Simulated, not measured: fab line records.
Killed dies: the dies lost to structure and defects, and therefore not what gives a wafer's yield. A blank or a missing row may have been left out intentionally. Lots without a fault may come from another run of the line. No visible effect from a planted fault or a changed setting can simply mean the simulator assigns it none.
What tool caused it? || flow berkeley-cmos170 || Sampling: 13 lots, 39 wafers, 6 of 331 route steps

WHAT EACH GAUGE READ, for each wafer
UCB170_M2_THK_MEAS_03: measures by xrf.
{"lot": "L408", "measured": "day 7 05:13", "on": "film-metro-04", "M2_AL_THK (nm)": "877 874 881"}
{"lot": "L409", "measured": "day 7 09:35", "on": "film-metro-04", "M2_AL_THK (nm)": "885 893 875"}
{"lot": "L413", "measured": "day 8 11:13", "on": "film-metro-04", "M2_AL_THK (nm)": "881 876 874"}
{"lot": "L417", "measured": "day 9 04:53", "on": "film-metro-04", "M2_AL_THK (nm)": "878 876 878"}
{"lot": "L420", "measured": "day 10 00:45", "on": "film-metro-03", "M2_AL_THK (nm)": "891 860 873"}
{"lot": "L421", "measured": "day 10 11:40", "on": "film-metro-01", "M2_AL_THK (nm)": "886 902 906"}
{"lot": "L422", "measured": "day 11 02:20", "on": "film-metro-01", "M2_AL_THK (nm)": "886 905 908"}
{"lot": "L428", "measured": "day 11 06:11", "on": "film-metro-03", "M2_AL_THK (nm)": "883 865 878"}
{"lot": "L423", "measured": "day 11 06:18", "on": "film-metro-04", "M2_AL_THK (nm)": "903 893 885"}
{"lot": "L425", "measured": "day 11 06:34", "on": "film-metro-03", "M2_AL_THK (nm)": "889 872 890"}
{"lot": "L424", "measured": "day 11 06:50", "on": "film-metro-01", "M2_AL_THK (nm)": "884 890 889"}
{"lot": "L429", "measured": "day 11 18:54", "on": "film-metro-03", "M2_AL_THK (nm)": "909 905 921"}
{"lot": "L431", "measured": "day 11 23:06", "on": "film-metro-01", "M2_AL_THK (nm)": "899 901 903"}

UCB170_M2_CD_MEAS_15: target cd 700 nm.
{"lot": "L408", "measured": "day 7 08:49", "on": "cd-sem-01", "cd-nm (nm)": "703.3 702.4 702.4"}
{"lot": "L409", "measured": "day 7 11:32", "on": "cd-sem-01", "cd-nm (nm)": "699.3 698.3 700.4"}
{"lot": "L413", "measured": "day 8 13:13", "on": "cd-sem-01", "cd-nm (nm)": "701.9 701.6 702.2"}
{"lot": "L417", "measured": "day 9 07:04", "on": "cd-sem-02", "cd-nm (nm)": "699.9 700.1 699.5"}
{"lot": "L420", "measured": "day 10 02:31", "on": "cd-sem-01", "cd-nm (nm)": "699.5 700.1 700.2"}
{"lot": "L421", "measured": "day 10 14:35", "on": "cd-sem-02", "cd-nm (nm)": "700.4 699.5 699.5"}
{"lot": "L422", "measured": "day 11 04:32", "on": "cd-sem-01", "cd-nm (nm)": "698.2 697.3 697.8"}
{"lot": "L428", "measured": "day 11 09:15", "on": "cd-sem-02", "cd-nm (nm)": "700.6 699.6 701.4"}
{"lot": "L423", "measured": "day 11 09:17", "on": "cd-sem-01", "cd-nm (nm)": "700.8 699.0 698.1"}
{"lot": "L425", "measured": "day 11 09:50", "on": "cd-sem-02", "cd-nm (nm)": "700.2 701.9 701.3"}
{"lot": "L424", "measured": "day 11 10:00", "on": "cd-sem-01", "cd-nm (nm)": "701.2 699.7 702.4"}
{"lot": "L429", "measured": "day 11 22:04", "on": "cd-sem-02", "cd-nm (nm)": "699.1 699.0 699.0"}
{"lot": "L431", "measured": "day 12 01:23", "on": "cd-sem-02", "cd-nm (nm)": "698.7 699.0 698.1"}

UCB170_V2_THK_MEAS_01.
{"lot": "L408", "measured": "day 7 09:43", "on": "film-metro-02", "V2_TEOS_THK (nm)": "1963 1972 1995"}
{"lot": "L409", "measured": "day 7 12:32", "on": "film-metro-04", "V2_TEOS_THK (nm)": "2007 1972 2035"}
{"lot": "L413", "measured": "day 8 13:58", "on": "film-metro-03", "V2_TEOS_THK (nm)": "1983 2017 1993"}
{"lot": "L417", "measured": "day 9 07:50", "on": "film-metro-04", "V2_TEOS_THK (nm)": "1982 1969 2009"}
{"lot": "L420", "measured": "day 10 03:16", "on": "film-metro-04", "V2_TEOS_THK (nm)": "2002 1990 2005"}
{"lot": "L421", "measured": "day 10 15:32", "on": "film-metro-03", "V2_TEOS_THK (nm)": "1973 1990 2002"}
{"lot": "L422", "measured": "day 11 05:29", "on": "film-metro-04", "V2_TEOS_THK (nm)": "1974 2018 2015"}
{"lot": "L428", "measured": "day 11 10:00", "on": "film-metro-02", "V2_TEOS_THK (nm)": "1989 1996 1997"}
{"lot": "L423", "measured": "day 11 10:02", "on": "film-metro-03", "V2_TEOS_THK (nm)": "1964 1999 1978"}
{"lot": "L425", "measured": "day 11 10:37", "on": "film-metro-04", "V2_TEOS_THK (nm)": "2006 2034 2043"}
{"lot": "L424", "measured": "day 11 10:46", "on": "film-metro-03", "V2_TEOS_THK (nm)": "2002 2034 2039"}
{"lot": "L429", "measured": "day 11 23:04", "on": "film-metro-03", "V2_TEOS_THK (nm)": "1960 1971 1996"}
{"lot": "L431", "measured": "day 12 02:09", "on": "film-metro-03", "V2_TEOS_THK (nm)": "1992 2019 2036"}

UCB170_M3_RS_MEAS_02: measures by four-point-probe.
{"lot": "L408", "measured": "day 7 12:53", "on": "film-metro-03", "M3_AL_RS (ohm/sq)": "0.0319 0.0320 0.0319"}
{"lot": "L409", "measured": "day 7 16:16", "on": "film-metro-03", "M3_AL_RS (ohm/sq)": "0.0325 0.0322 0.0324"}
{"lot": "L413", "measured": "day 8 16:59", "on": "film-metro-03", "M3_AL_RS (ohm/sq)": "0.0318 0.0326 0.0322"}
{"lot": "L417", "measured": "day 9 10:13", "on": "film-metro-01", "M3_AL_RS (ohm/sq)": "0.0211 0.0315 0.0210"}
{"lot": "L420", "measured": "day 10 05:56", "on": "film-metro-01", "M3_AL_RS (ohm/sq)": "0.0321 0.0323 0.0320"}
{"lot": "L421", "measured": "day 10 19:11", "on": "film-metro-02", "M3_AL_RS (ohm/sq)": "0.0329 0.0322 0.0323"}
{"lot": "L422", "measured": "day 11 08:21", "on": "film-metro-03", "M3_AL_RS (ohm/sq)": "0.0323 0.0326 0.0324"}
{"lot": "L428", "measured": "day 11 12:58", "on": "film-metro-03", "M3_AL_RS (ohm/sq)": "0.0323 0.0321 0.0326"}
{"lot": "L423", "measured": "day 11 13:10", "on": "film-metro-01", "M3_AL_RS (ohm/sq)": "0.0319 0.0316 0.0318"}
{"lot": "L425", "measured": "day 11 13:58", "on": "film-metro-02", "M3_AL_RS (ohm/sq)": "0.0322 0.0321 0.0321"}
{"lot": "L424", "measured": "day 11 14:20", "on": "film-metro-03", "M3_AL_RS (ohm/sq)": "0.0319 0.0323 0.0318"}
{"lot": "L429", "measured": "day 12 02:16", "on": "film-metro-01", "M3_AL_RS (ohm/sq)": "0.0326 0.0319 0.0322"}
{"lot": "L431", "measured": "day 12 04:59", "on": "film-metro-02", "M3_AL_RS (ohm/sq)": "0.0316 0.0317 0.0316"}

UCB170_M3_THK_MEAS_03: measures by xrf.
{"lot": "L408", "measured": "day 7 13:01", "on": "film-metro-03", "M3_AL_THK (nm)": "894 898 899"}
{"lot": "L409", "measured": "day 7 16:23", "on": "film-metro-03", "M3_AL_THK (nm)": "879 886 886"}
{"lot": "L413", "measured": "day 8 17:05", "on": "film-metro-03", "M3_AL_THK (nm)": "903 874 887"}
{"lot": "L417", "measured": "day 9 10:20", "on": "film-metro-01", "M3_AL_THK (nm)": "1351 911 1353"}
{"lot": "L420", "measured": "day 10 06:03", "on": "film-metro-01", "M3_AL_THK (nm)": "901 885 903"}
{"lot": "L421", "measured": "day 10 19:18", "on": "film-metro-02", "M3_AL_THK (nm)": "884 900 896"}
{"lot": "L422", "measured": "day 11 08:28", "on": "film-metro-03", "M3_AL_THK (nm)": "889 878 889"}
{"lot": "L428", "measured": "day 11 13:05", "on": "film-metro-03", "M3_AL_THK (nm)": "884 890 882"}
{"lot": "L423", "measured": "day 11 13:16", "on": "film-metro-01", "M3_AL_THK (nm)": "894 908 904"}
{"lot": "L425", "measured": "day 11 14:05", "on": "film-metro-02", "M3_AL_THK (nm)": "888 892 888"}
{"lot": "L424", "measured": "day 11 14:27", "on": "film-metro-03", "M3_AL_THK (nm)": "902 888 905"}
{"lot": "L429", "measured": "day 12 02:23", "on": "film-metro-01", "M3_AL_THK (nm)": "879 901 895"}
{"lot": "L431", "measured": "day 12 05:06", "on": "film-metro-02", "M3_AL_THK (nm)": "912 906 910"}

WHICH TOOL RAN EACH LOT (tool, then ch and the chambers of the sampled wafers, then the start)
{"lot": "L408", "UCB170_M3_SPUTTER_01": "pvd-sputter-02, day 7 12:49"}
{"lot": "L409", "UCB170_M3_SPUTTER_01": "pvd-sputter-02, day 7 16:11"}
{"lot": "L413", "UCB170_M3_SPUTTER_01": "pvd-sputter-01, day 8 16:51"}
{"lot": "L417", "UCB170_M3_SPUTTER_01": "pvd-sputter-02, day 9 10:08"}
{"lot": "L420", "UCB170_M3_SPUTTER_01": "pvd-sputter-01, day 10 05:50"}
{"lot": "L421", "UCB170_M3_SPUTTER_01": "pvd-sputter-01, day 10 19:05"}
{"lot": "L422", "UCB170_M3_SPUTTER_01": "pvd-sputter-01, day 11 08:16"}
{"lot": "L428", "UCB170_M3_SPUTTER_01": "pvd-sputter-03, day 11 12:52"}
{"lot": "L423", "UCB170_M3_SPUTTER_01": "pvd-sputter-01, day 11 13:03"}
{"lot": "L425", "UCB170_M3_SPUTTER_01": "pvd-sputter-03, day 11 13:53"}
{"lot": "L424", "UCB170_M3_SPUTTER_01": "pvd-sputter-01, day 11 14:14"}
{"lot": "L429", "UCB170_M3_SPUTTER_01": "pvd-sputter-01, day 12 02:11"}
{"lot": "L431", "UCB170_M3_SPUTTER_01": "pvd-sputter-01, day 12 04:53"}
- UCB170_M3_SPUTTER_01: material Al, target thk 900 nm, time 120 s.

AS READ BY THE TOOLS THEMSELVES (means over the sampled wafers that have a number; for cases with no such wafer, the mark the record gives instead)
UCB170_M3_SPUTTER_01.
{"lot": "L408", "tool": "pvd-sputter-02", "throttle-valve-pct (%)": 28.8}
{"lot": "L409", "tool": "pvd-sputter-02", "throttle-valve-pct (%)": 28.8}
{"lot": "L413", "tool": "pvd-sputter-01", "throttle-valve-pct (%)": 30.6}
{"lot": "L417", "tool": "pvd-sputter-02", "throttle-valve-pct (%)": 30.2}
{"lot": "L420", "tool": "pvd-sputter-01", "throttle-valve-pct (%)": 30.3}
{"lot": "L421", "tool": "pvd-sputter-01", "throttle-valve-pct (%)": 30.3}
{"lot": "L422", "tool": "pvd-sputter-01", "throttle-valve-pct (%)": 30.4}
{"lot": "L428", "tool": "pvd-sputter-03", "throttle-valve-pct (%)": 28.5}
{"lot": "L423", "tool": "pvd-sputter-01", "throttle-valve-pct (%)": 30.5}
{"lot": "L425", "tool": "pvd-sputter-03", "throttle-valve-pct (%)": 28.4}
{"lot": "L424", "tool": "pvd-sputter-01", "throttle-valve-pct (%)": 30.3}
{"lot": "L429", "tool": "pvd-sputter-01", "throttle-valve-pct (%)": 30.7}
{"lot": "L431", "tool": "pvd-sputter-01", "throttle-valve-pct (%)": 30.6}

THE ANSWER, worked out from the rows above alone
Rule: the usual values come from the lots themselves. Put in order of their means at a reading, lots are off if they are a third of the lots or fewer, leave a main group of 4 or more, and stand apart from it by a gap of 3 or more times the standard deviation of the main group's means; of several such gaps the widest counts. A main group is skipped when, at the precision printed for the reading in the tables above, its means are all equal. A lot without any number at a reading at which 4 lots or more have one is off too. The other lots that the step has rows for count as sound. The gauges are gone through in route order, then the tools' own readings, and for those a lot's mean is taken as printed above. The first step at which some lot is off is used, and at that step the reading that is off furthest; a lot without a number counts as furthest.
Off: at UCB170_M3_RS_MEAS_02 (M3_AL_RS), L417. The main group has a mean of 0.0321 ohm/sq with a standard deviation of 0.00025.
A tool fits if, at a process step before that reading, it ran every lot that is off, and no sound lot after the first of them. The gauges at UCB170_M3_RS_MEAS_02 are tried like those tools. One fits: UCB170_M3_SPUTTER_01 on pvd-sputter-02. Its last sound lot is L409 (day 7 16:11), its first lot that is off L417 (day 9 10:08): a fault that began between those two fits.

WHAT THE SIMULATOR PUT IN
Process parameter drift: pvd-sputter-02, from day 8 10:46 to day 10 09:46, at UCB170_M3_SPUTTER_01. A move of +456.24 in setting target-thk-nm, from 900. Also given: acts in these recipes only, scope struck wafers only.
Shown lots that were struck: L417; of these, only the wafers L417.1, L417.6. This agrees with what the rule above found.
